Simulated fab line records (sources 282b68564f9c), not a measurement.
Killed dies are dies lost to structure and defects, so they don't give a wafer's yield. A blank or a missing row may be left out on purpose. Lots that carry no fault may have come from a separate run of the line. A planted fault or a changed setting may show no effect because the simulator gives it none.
Which tool did it? | flow rit_cmos | 42 wafers from 14 lots sampled at 2 of the route's 202 steps

WHAT THE GAUGES READ, wafer by wafer
The record holds no reading of a measuring or inspecting step that can be judged against a usual standard deviation.

WHAT TOOL EACH LOT RAN ON (gives the tool, then ch and the chambers of the sampled wafers, and finally the start)
lot  | RIT_NRETRO_IMPLANT_08          | RIT_M1_PROBE_99
L531 | implanter-03 ch 0, day 2 05:48 | -
L533 | implanter-03 ch 0, day 2 16:07 | -
L534 | implanter-04 ch 0, day 2 21:23 | -
L535 | implanter-04 ch 0, day 3 01:42 | prober-01, day 4 06:28
L536 | implanter-02 ch 0, day 3 06:25 | prober-02, day 4 09:12
L538 | implanter-03 ch 0, day 3 16:34 | prober-02, day 4 20:35
L539 | implanter-04 ch 0, day 3 22:11 | prober-01, day 5 03:25
L540 | implanter-02 ch 0, day 4 03:04 | -
L541 | implanter-04 ch 0, day 4 07:57 | prober-01, day 5 12:29
L546 | implanter-03 ch 0, day 5 09:31 | -
L549 | implanter-03 ch 0, day 6 00:31 | -
L551 | implanter-03 ch 0, day 6 10:41 | prober-01, day 7 13:43
L552 | implanter-04 ch 0, day 6 15:07 | prober-02, day 7 17:44
L554 | implanter-04 ch 0, day 7 01:47 | -
- RIT_NRETRO_IMPLANT_08
- RIT_M1_PROBE_99

AS READ BY THE TOOLS THEMSELVES (means over the sampled wafers that have a number; for cases with no such wafer, the mark the record gives instead)
RIT_NRETRO_IMPLANT_08. Usual: tilt_deg 6.996 degrees, standard deviation 0.019.
lot  | tool         | tilt_deg (degrees) | flag
L531 | implanter-03 | 7.016              |
L533 | implanter-03 | 6.993              |
L534 | implanter-04 | 6.986              |
L535 | implanter-04 | 6.990              |
L536 | implanter-02 | 6.990              |
L538 | implanter-03 | 6.966              |
L539 | implanter-04 | 7.006              |
L540 | implanter-02 | 6.988              |
L541 | implanter-04 | 6.986              |
L546 | implanter-03 | 7.002              |
L549 | implanter-03 | 11.186             | OFF
L551 | implanter-03 | 11.199             | OFF
L552 | implanter-04 | 7.026              |
L554 | implanter-04 | 7.012              |

RIT_M1_PROBE_99. Usual: killed_at_M0_to_M3 0.0, standard deviation 0.16; killed_at_contacts 0.1, standard deviation 0.3; killed_at_front_end 7.1, standard deviation 3; killed_dies 7.3, standard deviation 3; killed_open 3.6, standard deviation 2; killed_short 3.5, standard deviation 1.9.
lot  | tool      | killed_at_M0_to_M3 | killed_at_contacts | killed_at_front_end | killed_dies | killed_open | killed_short | flag
L535 | prober-01 | 0.0                | 0.0                | 7.3                 | 7.3         | 2.7         | 4.7          |
L536 | prober-02 | 0.0                | 0.0                | 8.0                 | 8.0         | 5.7         | 2.3          |
L538 | prober-02 | 0.0                | 0.0                | 7.7                 | 7.7         | 3.3         | 3.7          |
L539 | prober-01 | 0.0                | 0.0                | 8.3                 | 8.3         | 5.0         | 3.3          |
L541 | prober-01 | 0.0                | 0.0                | 11.0                | 11.0        | 6.0         | 5.0          |
L551 | prober-01 | 0.0                | 0.3                | 9.0                 | 9.3         | 4.7         | 4.7          |
L552 | prober-02 | 0.0                | 0.3                | 9.3                 | 9.7         | 5.7         | 4.0          |

THE ANSWER, worked out from the rows above alone
Rule: lot off if the mean of its wafers having a number is beyond 3 standard deviations from the usual mean. A lot without any number at a reading at which 4 lots or more have one is off too. Any other lot the step has rows for is counted as sound. Order of review: gauges by route order, followed by the tools' own readings, for which a lot's mean as printed above is used. The first step at which some lot is off is used, and at that step the reading that is off furthest; a lot without a number counts as furthest.
Off: L549, L551, at RIT_NRETRO_IMPLANT_08 (tilt_deg).
If a tool, at that step or one of the process steps before it, ran each lot that is off and ran no sound lot following the first of them, it fits. One candidate fits, namely implanter-03 at RIT_NRETRO_IMPLANT_08. A fault onset in the window from L546 (day 5 09:31, its last sound lot) to L549 (day 6 00:31, its first lot off) fits.
The tool's own readings at RIT_NRETRO_IMPLANT_08 bear it out: on the lots that are off they differ by more than 5 times the standard deviation of the sound lots' means. tilt_deg reads 11.192 degrees there against 6.997 degrees on the sound lots.

WHAT THE SIMULATOR HAD INSERTED
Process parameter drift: implanter-03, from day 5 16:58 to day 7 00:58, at RIT_NRETRO_IMPLANT_08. The setting tilt_deg was moved by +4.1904, starting from 7. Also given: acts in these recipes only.
Shown lots that were struck: L549, L551. Same finding as the rule above.
